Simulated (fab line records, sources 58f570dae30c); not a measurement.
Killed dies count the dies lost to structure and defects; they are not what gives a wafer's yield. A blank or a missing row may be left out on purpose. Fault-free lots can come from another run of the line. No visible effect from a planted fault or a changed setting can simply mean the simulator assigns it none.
Matching of chambers -- flow berkeley-cmos170 -- 4 sister chambers for UCB170_M1_ETCH_11 on rie-diel-02
The step etches BARC in N2/H2. 14 wafers are shown with their chamber, then 7 later ones without.

## EACH WAFER AND ITS CHAMBER
wafer,chamber,throttle-valve-pct (%),oes-product-au (a.u.)
L726.1,0,13.47,0.997
L726.2,2,13.18,1.025
L726.4,3,13.47,0.985
L727.3,2,13.21,1.018
L727.4,1,13.00,1.005
L727.6,0,13.47,0.977
L733.4,3,13.47,0.983
L733.5,3,13.46,0.978
L733.6,2,13.20,1.016
L736.1,3,13.47,0.989
L736.2,2,13.20,1.017
L736.3,0,13.49,0.980
L737.2,2,13.20,1.025
L737.3,0,13.48,0.993

SIGNATURES (averages over the wafers above)
reading,chamber 0,chamber 1,chamber 2,chamber 3,scatter within a chamber
throttle-valve-pct,13.4775,13.0000,13.1980,13.4675,0.00911
oes-product-au,0.98675,1.00500,1.02020,0.98375,0.00653
Rule: a wafer lies at a distance from a chamber equal to the root of the sum of squares, over the readings, of (its reading less the chamber's mean, divided by the reading's scatter). If the next closest chamber is less than 2 further off than the closest, the wafer can't be placed; otherwise it belongs to the closest. The scatter: the root of (the sum of the squares of (reading less its chamber's mean) over the shown wafers, divided by (wafers less chambers)).

## WAFERS WITHOUT THEIR CHAMBER
wafer,throttle-valve-pct (%),oes-product-au (a.u.)
L737.6,13.45,0.993
L738.2,13.47,0.989
L738.4,13.46,0.978
L738.5,13.21,1.019
L744.2,13.21,1.029
L744.3,13.47,0.976
L744.5,13.48,0.989

## WHICH CHAMBER EACH ONE RAN IN
wafer,from the rows above,in truth
L737.6,can't be placed: 3 or 0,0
L738.2,can't be placed: 3 or 0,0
L738.4,can't be placed: 3 or 0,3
L738.5,2,2
L744.2,2,2
L744.3,can't be placed: 3 or 0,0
L744.5,can't be placed: 0 or 3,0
2 of 7 placed correctly. Can't be placed from these rows: 5 (the true chamber is among the candidates in 5). Wrongly placed: 0.
